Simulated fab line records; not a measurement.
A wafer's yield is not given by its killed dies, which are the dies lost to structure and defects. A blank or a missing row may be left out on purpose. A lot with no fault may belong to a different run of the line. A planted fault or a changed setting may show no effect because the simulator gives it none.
fab line records	flow ritCmos
record lots=14	wafers=42	lastDay=7
route steps=202 shown PLDD@122 SILICIDE@165 M1@198
lots that met no fault: taken from a fault-free run of the same line
startH: hours from the record's opening day to when the first of the lot's shown wafers began	waitH: how many hours have passed since the lot's step before this one	" the same as in the row above	L1.1+2: one row covering several wafers at once	- no value present, or no start provided	* or withheld: withheld	< > ~ a bound
route shown NAME@n: NAME is a module with steps in the file, n the number in the route of the first one	usual: average and standard deviation across the fault-free wafers	same: alike in all rows	chamber/n: place in a boat	sites: the reading at each site	_std_site: the standard deviation of these	_edge_site: the outer-site mean with the inner-site mean subtracted	radiusMm: how far each site lies from the wafer's centre	mask NAME#n: copy n	behind: the last tool/chamber to shape the wafer	hold: cause of the lot's hold/its duration in hours/its outcome	device: transistor that didn't switch, given as n, p or np	end of line: tests run on the same wafers once the route is complete	a step with no rows: only its recipe	killed: dies that structure and defects cost at the first sort, which is not the same as the wafer's yield	map: dies across one wafer; x = killed, . = not, _ = none there
set.NAME: the setting the step ran with; set.NAME@STEP: the setting that earlier step ran with	model.NAME: the simulator's own value behind a step, which no gauge read
a sample of lots followed through the steps of the route, with each step as a table and each wafer as a row
services: from which hour (startH, from the record's first day; less than 0 if before it) a tool's chamber was out of use, for how many hours, and why
## steps
# step RIT_PLDD_IMPLANT_08
# recipe species=BF2	energyKev=19.68	doseCm2=9e+14	tiltDeg=7
# usual doseIonsCm2=8.998e+14/1.1e+12	faradayCurrentUA=2822/54
lot.wafer	tool	chamber	startH	waitH	doseIonsCm2	faradayCurrentUA
L275.3	implanter-03	0	48.79	0.1	8.967e+14	2795
L275.5	"	0	"	"	8.995e+14	2753
L275.6	"	0	"	"	8.998e+14	2849
L276.2	implanter-03	0	53.73	0.1	8.994e+14	2953
L276.5	"	0	"	"	9.001e+14	2826
L276.6	"	0	"	"	8.977e+14	2843
L277.1	implanter-04	0	57.01	0.1	8.998e+14	2784
L277.4	"	0	"	"	8.988e+14	2754
L277.6	"	0	"	"	9.006e+14	2781
L278.1	implanter-04	0	63.11	0.1	9.011e+14	2753
L278.4	"	0	"	"	9.016e+14	2937
L278.6	"	0	"	"	9.006e+14	2828
L279.2	implanter-03	0	68.29	0.1	8.989e+14	2805
L279.4	"	0	"	"	8.992e+14	2884
L279.6	"	0	"	"	8.988e+14	2799
L280.3	implanter-03	0	73.31	0.1	8.992e+14	2837
L280.4	"	0	"	"	8.995e+14	2777
L280.6	"	0	"	"	9.003e+14	2720
L281.2	implanter-01	0	77.60	0.1	8.988e+14	2892
L281.5	"	0	"	"	8.971e+14	2786
L281.6	"	0	"	"	8.997e+14	2714
L282.1	implanter-04	0	83.63	0.1	9.022e+14	2872
L282.3	"	0	"	"	8.999e+14	2753
L282.4	"	0	"	"	9.008e+14	2913
L283.1	implanter-03	0	87.63	0.1	8.307e+14	2528
L283.3	"	0	"	"	8.315e+14	2669
L283.5	"	0	"	"	8.309e+14	2577
L285.2	implanter-03	0	97.73	0.1	8.304e+14	2554
L285.3	"	0	"	"	8.291e+14	2623
L285.5	"	0	"	"	8.313e+14	2504
L291.2	implanter-04	0	130.21	0.1	8.995e+14	2945
L291.4	"	0	"	"	8.992e+14	2819
L291.6	"	0	"	"	8.982e+14	2830
L293.3	implanter-01	0	137.74	0.1	8.996e+14	2789
L293.5	"	0	"	"	9.014e+14	2908
L293.6	"	0	"	"	9.009e+14	2710
L294.2	implanter-01	0	143.60	0.1	8.99e+14	2825
L294.3	"	0	"	"	8.979e+14	2982
L294.6	"	0	"	"	8.994e+14	2804
L297.1	implanter-04	0	159.58	0.1	8.994e+14	2846
L297.2	"	0	"	"	9.007e+14	2878
L297.4	"	0	"	"	8.989e+14	2907
# step RIT_PLDD_TW_MEAS_10
# usual PLDD_TW=2344/13
lot.wafer	tool	chamber	startH	waitH	PLDD_TW
L275.3	filmMetro-03	-	49.08	0.1	2360
L275.5	"	-	"	"	2366
L275.6	"	-	"	"	2367
L276.2	filmMetro-01	-	54.04	0.1	2344
L276.5	"	-	"	"	2334
L276.6	"	-	"	"	2327
L277.1	filmMetro-03	-	57.34	0.1	2372
L277.4	"	-	"	"	2370
L277.6	"	-	"	"	2364
L278.1	filmMetro-01	-	63.44	0.1	2333
L278.4	"	-	"	"	2336
L278.6	"	-	"	"	2342
L279.2	filmMetro-03	-	68.60	0.1	2362
L279.4	"	-	"	"	2359
L279.6	"	-	"	"	2356
L280.3	filmMetro-03	-	73.61	0.1	2349
L280.4	"	-	"	"	2341
L280.6	"	-	"	"	2346
L281.2	filmMetro-01	-	77.91	0.1	2371
L281.5	"	-	"	"	2362
L281.6	"	-	"	"	2355
L282.1	filmMetro-03	-	83.95	0.1	2345
L282.3	"	-	"	"	2352
L282.4	"	-	"	"	2349
L283.1	filmMetro-01	-	87.95	0.1	2307
L283.3	"	-	"	"	2319
L283.5	"	-	"	"	2321
L285.2	filmMetro-01	-	98.04	0.1	2288
L285.3	"	-	"	"	2297
L285.5	"	-	"	"	2288
L291.2	filmMetro-02	-	130.52	0.1	2340
L291.4	"	-	"	"	2332
L291.6	"	-	"	"	2323
L293.3	filmMetro-02	-	138.03	0.1	2341
L293.5	"	-	"	"	2330
L293.6	"	-	"	"	2332
L294.2	filmMetro-02	-	143.91	0.1	2347
L294.3	"	-	"	"	2316
L294.6	"	-	"	"	2329
L297.1	filmMetro-01	-	159.90	0.1	2342
L297.2	"	-	"	"	2351
L297.4	"	-	"	"	2345
# step RIT_SDANNEAL_RS_MEAS_06
# recipe thkMeasGauge=four-point-probe
# usual PLDD_RS=179.7/0.51
lot.wafer	tool	chamber	startH	waitH	PLDD_RS[ohm/sq]
L275.3	filmMetro-01	-	55.29	0.1	180.2
L275.5	"	-	"	"	179.5
L275.6	"	-	"	"	179.8
L276.2	filmMetro-03	-	60.36	0.1	178.9
L276.5	"	-	"	"	178.7
L276.6	"	-	"	"	178.8
L277.1	filmMetro-03	-	63.70	0.1	180.9
L277.4	"	-	"	"	180.1
L277.6	"	-	"	"	180.0
L278.1	filmMetro-03	-	69.67	0.1	179.5
L278.4	"	-	"	"	179.6
L278.6	"	-	"	"	179.2
L279.2	filmMetro-03	-	75.01	0.1	180.5
L279.4	"	-	"	"	180.6
L279.6	"	-	"	"	180.3
L280.3	filmMetro-03	-	79.75	0.1	179.5
L280.4	"	-	"	"	180.0
L280.6	"	-	"	"	180.1
L281.2	filmMetro-02	-	84.12	0.1	179.0
L281.5	"	-	"	"	178.8
L281.6	"	-	"	"	179.0
L282.1	filmMetro-03	-	90.17	0.1	179.3
L282.3	"	-	"	"	179.6
L282.4	"	-	"	"	180.7
L283.1	filmMetro-03	-	94.29	0.1	187.3
L283.3	"	-	"	"	187.9
L283.5	"	-	"	"	187.4
L285.2	filmMetro-03	-	105.19	0.1	187.0
L285.3	"	-	"	"	187.5
L285.5	"	-	"	"	187.3
L291.2	filmMetro-03	-	136.94	0.1	179.9
L291.4	"	-	"	"	179.4
L291.6	"	-	"	"	179.6
L293.3	filmMetro-03	-	144.25	0.1	179.9
L293.5	"	-	"	"	180.1
L293.6	"	-	"	"	180.3
L294.2	filmMetro-02	-	150.11	0.1	179.6
L294.3	"	-	"	"	179.5
L294.6	"	-	"	"	179.4
L297.1	filmMetro-03	-	166.38	0.1	178.3
L297.2	"	-	"	"	179.5
L297.4	"	-	"	"	178.8
# step RIT_SILICIDE_RTA_04
# recipe tempC=650	timeS=10.45	idleTempC=25	rampUpS=5	rampDownS=5	coolToC=25	ambient=N2
# usual wafer_temp_C_max=652.9/1
lot.wafer	tool	chamber	startH	waitH	wafer_temp_C_max
L275.3	rtpAnneal-01	0	55.86	0.1	651.8
L275.5	"	0	"	"	652.2
L275.6	"	0	"	"	652.1
L276.2	rtpAnneal-02	0	60.93	0.1	654.7
L276.5	"	0	"	"	654.5
L276.6	"	0	"	"	654.0
L277.1	rtpAnneal-01	0	64.28	0.1	651.9
L277.4	"	0	"	"	652.2
L277.6	"	0	"	"	651.8
L278.1	rtpAnneal-02	0	70.26	0.1	653.7
L278.4	"	0	"	"	653.5
L278.6	"	0	"	"	653.7
L279.2	rtpAnneal-01	0	75.59	0.1	651.5
L279.4	"	0	"	"	651.5
L279.6	"	0	"	"	652.0
L280.3	rtpAnneal-02	0	80.32	0.1	654.4
L280.4	"	0	"	"	654.1
L280.6	"	0	"	"	653.6
L281.2	rtpAnneal-01	0	84.69	0.1	652.3
L281.5	"	0	"	"	652.5
L281.6	"	0	"	"	652.1
L282.1	rtpAnneal-02	0	90.75	0.1	653.6
L282.3	"	0	"	"	654.1
L282.4	"	0	"	"	655.0
L283.1	rtpAnneal-01	0	94.87	0.1	651.8
L283.3	"	0	"	"	652.2
L283.5	"	0	"	"	651.7
L285.2	rtpAnneal-01	0	105.77	0.1	652.6
L285.3	"	0	"	"	652.1
L285.5	"	0	"	"	652.1
L291.2	rtpAnneal-01	0	137.52	0.1	652.8
L291.4	"	0	"	"	652.4
L291.6	"	0	"	"	652.1
L293.3	rtpAnneal-01	0	144.82	0.1	652.2
L293.5	"	0	"	"	652.7
L293.6	"	0	"	"	652.6
L294.2	rtpAnneal-02	0	150.69	0.1	652.9
L294.3	"	0	"	"	652.9
L294.6	"	0	"	"	653.1
L297.1	rtpAnneal-01	0	166.97	0.1	651.9
L297.2	"	0	"	"	652.2
L297.4	"	0	"	"	651.5
# step RIT_M1_STRIP_14
# recipe chemistry=O2	timeS=180	platenTempC=withheld	powerW=500	pressureMtorr=4000	o2FlowSccm=4000
# usual chamberPressureMTorr=3999/3.7	drypumpMotorCurrentA=5.8/0.42
lot.wafer	tool	chamber	startH	waitH	chamberPressureMTorr	drypumpMotorCurrentA	rfHoursCounterH
L275.3	plasmaAsher-01	1	60.42	0.1	3999	5.2	-
L275.5	"	0	"	"	4001	6.2	-
L275.6	"	1	"	"	3998	5.2	-
L276.2	plasmaAsher-04	1	65.72	0.0	4000	5.2	42
L276.5	"	1	"	"	4001	5.3	-
L276.6	"	0	"	"	3995	6.2	-
L277.1	plasmaAsher-02	0	69.06	0.0	3998	6.0	44
L277.4	"	0	"	"	3999	6.0	-
L277.6	"	1	"	"	3998	6.0	-
L278.1	plasmaAsher-02	1	75.07	0.0	4001	6.0	45
L278.4	"	1	"	"	4001	6.0	-
L278.6	"	1	"	"	3975	6.0	-
L279.2	plasmaAsher-01	1	80.47	0.0	3996	5.3	41
L279.4	"	1	"	"	3998	5.2	-
L279.6	"	0	"	"	4007	6.2	-
L280.3	plasmaAsher-01	1	85.19	0.1	4001	5.2	-
L280.4	"	0	"	"	3995	6.2	-
L280.6	"	0	"	"	4005	6.2	-
L281.2	plasmaAsher-02	0	89.45	0.0	3994	5.9	47
L281.5	"	0	"	"	4002	6.0	-
L281.6	"	1	"	"	4002	6.0	-
L282.1	plasmaAsher-02	1	95.50	0.0	4003	6.0	47
L282.3	"	0	"	"	3997	6.0	-
L282.4	"	1	"	"	4003	6.0	-
L283.1	plasmaAsher-04	1	99.55	0.0	4003	5.3	46
L283.3	"	0	"	"	3995	6.3	-
L283.5	"	1	"	"	3999	5.3	-
L285.2	plasmaAsher-04	1	110.79	0.0	4005	5.3	47
L285.3	"	1	"	"	4003	5.3	-
L285.5	"	0	"	"	3998	6.3	-
L291.2	plasmaAsher-01	0	142.46	0.0	3992	6.2	3
L291.4	"	1	"	"	3999	5.2	-
L291.6	"	1	"	"	3997	5.2	-
L293.3	plasmaAsher-04	1	149.51	0.1	4006	5.3	-
L293.5	"	1	"	"	4003	5.3	-
L293.6	"	0	"	"	3995	6.3	-
L294.2	plasmaAsher-04	1	155.55	0.0	3995	5.3	52
L294.3	"	0	"	"	3998	6.2	-
L294.6	"	0	"	"	4007	6.3	-
L297.1	plasmaAsher-01	0	171.67	0.0	4000	6.2	6
L297.2	"	1	"	"	4000	5.2	6
L297.4	"	1	"	"	3997	5.2	-
# step RIT_M1_PROBE_99
# usual killedAtContacts=0.1/0.29	killedAtFrontEnd=6.3/2.8	killedDies=6.4/2.8	killedOpen=3.3/1.7	killedShort=3.1/1.9
# same grossDies=264	killed_at_M0_to_M3=0	killed_at_M4_up=0	killedAtBackSide=0	killedAtOther=0
lot.wafer	tool	chamber	startH	waitH	killedAtContacts	killedAtFrontEnd	killedDies	killedOpen	killedShort
L283.1	prober-02	-	103.04	0.1	0	7	7	6	1
L283.3	prober-02	-	103.14	0.2	0	6	6	1	5
L283.5	prober-02	-	103.24	0.2	0	9	9	6	3
L294.2	prober-01	-	157.52	0.1	1	8	9	6	3
L294.3	prober-01	-	157.57	0.2	0	4	4	1	3
L294.6	prober-01	-	157.72	0.2	0	8	8	5	2
# killed by level:class
L283.1 SPACER:geometricParticle:open=4 FOX2:geometricParticle:open=1 SPACER:geometricParticle:short=1 STARTING-WAFER:geometricParticle:open=1
L283.3 SPACER:geometricParticle:short=2 GATE:geometricParticle:short=1 REOX:geometricParticle:short=1 REOX:geometricParticle:open=1 SILICIDE:geometricParticle:short=1
L283.5 GATE:geometricParticle:open=3 GATE:geometricParticle:short=2 SPACER:geometricParticle:open=2 REOX:geometricParticle:short=1 REOX:geometricParticle:open=1
L294.2 GATE:geometricParticle:open=2 REOX:geometricParticle:short=2 FOX1:geometricParticle:short=1 REOX:geometricParticle:open=1 SPACER:geometricParticle:open=1 SILICIDE:geometricParticle:open=1 CONTACT:geometricParticle:open=1
L294.3 REOX:geometricParticle:short=2 FOX1:geometricParticle:open=1 SILICIDE:geometricParticle:short=1
L294.6 FOX2:geometricParticle:short=2 FOX2:geometricParticle:open=2 NSD:coatMicrobubblePrinted=1 FOX1:geometricParticle:open=1 GATE:geometricParticle:open=1 SILICIDE:geometricParticle:open=1
## services
tool	chamber	startH	hours	kind
plasmaAsher-04	-	40.20	13.1	repair
implanter-03	-	63.28	2.1	repair
plasmaAsher-04	-	83.19	3.2	repair
implanter-01	-	106.97	2.5	repair
plasmaAsher-01	-	108.75	9.0	pm
plasmaAsher-01	0	108.75	9.0	ventCycle
plasmaAsher-01	1	108.75	9.0	ventCycle
plasmaAsher-01	0	117.75	-	clean
plasmaAsher-01	1	117.75	-	clean
implanter-03	-	138.30	1.4	repair
plasmaAsher-04	-	139.44	1.2	repair
implanter-04	-	140.12	1.9	repair
plasmaAsher-02	-	152.50	10.0	pm
## key
firstSign step=RIT_PLDD_IMPLANT_08	reading=doseIonsCm2	direction=down	sigmas=62	usual=8.998e+14	struck=8.307e+14
effect step=RIT_PLDD_IMPLANT_08	reading=faradayCurrentUA	direction=down	sigmas=4.5	usual=2822	struck=2576
effect step=RIT_PLDD_TW_MEAS_10	reading=PLDD_TW	direction=down	sigmas=3.1	usual=2344	struck=2303
effect step=RIT_SDANNEAL_RS_MEAS_06	reading=PLDD_RS	direction=up	sigmas=15	usual=179.7	struck=187.4
metAt RIT_PLDD_IMPLANT_08
struckLots L283,L285
testerLeftOut L283,L285
notActingAt RIT_SILICIDE_RTA_04,RIT_M1_STRIP_14
onsetBetween 73.31 87.63
fault kind=processParameterDrift	tool=implanter-03	chamber=-	onsetH=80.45	steps=RIT_PLDD_IMPLANT_08	channel=doseCm2	offset=-6.9135e+13	shape=step	endH=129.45	actsIn=theseRecipesOnly	stated=9e+14
# testerLeftOut: of these lots the tester's yield and bins aren't shown, on N5 and GAA mostly nor the transistor test; their killed dies are dies lost to structure and defects alone, not to doping, threshold or leakage, so they don't give the yield
